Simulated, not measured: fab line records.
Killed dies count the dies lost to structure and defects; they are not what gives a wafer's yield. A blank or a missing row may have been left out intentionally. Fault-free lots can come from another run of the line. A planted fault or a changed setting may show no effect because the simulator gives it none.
One fault through the eyes of 2 desks || flow berkeley-cmos170 || every desk sees just its own numbers, and what lay behind them comes last

## TOOL OWNER'S DESK, rie-diel-03
The tool's own readings at UCB170_V1_ETCH_14 (etches SiO2 in CHF3/CF4/Ar, stops on Al, target depth 1250 nm, time 291 s): means of the sampled wafers that have a number, for each lot that ran on this tool. A lot is out of limits, marked OUT, if its mean lies more than 4 standard deviations from the usual mean; the brackets give that distance.
Columns: A = drypump-motor-current-A at UCB170_V1_ETCH_14, usual 5.6 A; B = oes-product-au at UCB170_V1_ETCH_14, usual 0.862 a.u.; C = rf-fwd-power-W at UCB170_V1_ETCH_14, usual 699.1 W; D = throttle-valve-pct at UCB170_V1_ETCH_14, usual 6.90 %
{"lot": "L119", "first seen here": "day 7 23:12", "A": 6.2, "B": 0.850, "C": 699.5, "D": 6.81}
{"lot": "L118", "first seen here": "day 8 11:12", "A": 5.4, "B": 0.865, "C": 698.8, "D": 7.02}
{"lot": "L122", "first seen here": "day 9 07:23", "A": 5.8, "B": 0.859, "C": "946.1 (+99 or more) OUT", "D": 6.92}
This desk's finding: out of limits on L122; first on L122, day 9 07:23 (rf-fwd-power-W at UCB170_V1_ETCH_14). L119, L118 stayed within limits.

## METROLOGY DESK
What the gauges read, lot by lot, whatever tool the lot ran on: means of the sampled wafers that have a number. A lot is out of limits, marked OUT, if its mean lies more than 4 standard deviations from the usual mean; the brackets give that distance.
Columns: A = NLDD_TW at UCB170_NLDD_TW_MEAS_11, usual 2229; B = cd-nm at UCB170_NSD_CD_MEAS_06, usual 1200.1 nm; C = cd-nm at UCB170_V1_CD_MEAS_90, usual 700.1 nm
{"lot": "L119", "first seen here": "day 6 22:45", "A": 2196, "B": 1198.2, "C": 702.1}
{"lot": "L118", "first seen here": "day 7 10:55", "A": 2261, "B": 1202.0, "C": 702.4}
{"lot": "L122", "first seen here": "day 8 00:13", "A": 2227, "B": 1202.0, "C": "706.7 (+4.1) OUT"}
{"lot": "L125", "first seen here": "day 8 16:23", "A": 2222, "B": 1198.9, "C": 698.8}
{"lot": "L129", "first seen here": "day 9 02:22", "A": 2252, "B": 1200.5, "C": 697.6}
{"lot": "L127", "first seen here": "day 9 02:47", "A": 2189, "B": 1200.0, "C": 699.1}
{"lot": "L128", "first seen here": "day 9 02:55", "A": 2257, "B": 1199.0, "C": 701.4}
{"lot": "L130", "first seen here": "day 9 15:17", "A": 2177, "B": 1197.6, "C": 700.5}
{"lot": "L131", "first seen here": "day 9 15:59", "A": 2181, "B": 1200.8, "C": 700.7}
{"lot": "L132", "first seen here": "day 9 16:53", "A": 2182, "B": 1200.5, "C": 700.7}
{"lot": "L135", "first seen here": "day 10 12:33", "A": 2226, "B": 1202.6, "C": 701.2}
{"lot": "L138", "first seen here": "day 11 01:46", "A": 2228, "B": 1202.3, "C": 702.1}
{"lot": "L139", "first seen here": "day 11 04:50", "A": 2190, "B": 1199.6, "C": 700.4}
This desk's finding: out of limits on L122; first on L122, day 9 07:41 (cd-nm at UCB170_V1_CD_MEAS_90). L119, L118, L125, L129, L127, L128, L130, L131, L132, L135, L138, L139 stayed within limits.

## PUT TOGETHER
The tool owner's desk could have raised an alarm at day 9 07:23, on L122.
The metrology desk could have raised an alarm at day 9 07:41, on L122.
Of the lots named, all ran UCB170_V1_ETCH_14 on rie-diel-03.

## WHAT THE SIMULATOR HAD INSERTED
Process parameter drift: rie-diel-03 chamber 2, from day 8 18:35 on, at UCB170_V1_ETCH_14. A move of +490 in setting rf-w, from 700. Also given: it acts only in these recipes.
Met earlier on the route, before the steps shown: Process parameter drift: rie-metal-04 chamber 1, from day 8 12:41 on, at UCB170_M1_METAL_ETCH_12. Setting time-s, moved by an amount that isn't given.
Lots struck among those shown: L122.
Time in hours from fault onset to the first out-of-limits reading at each desk: tool owner's desk 13, metrology desk 13.
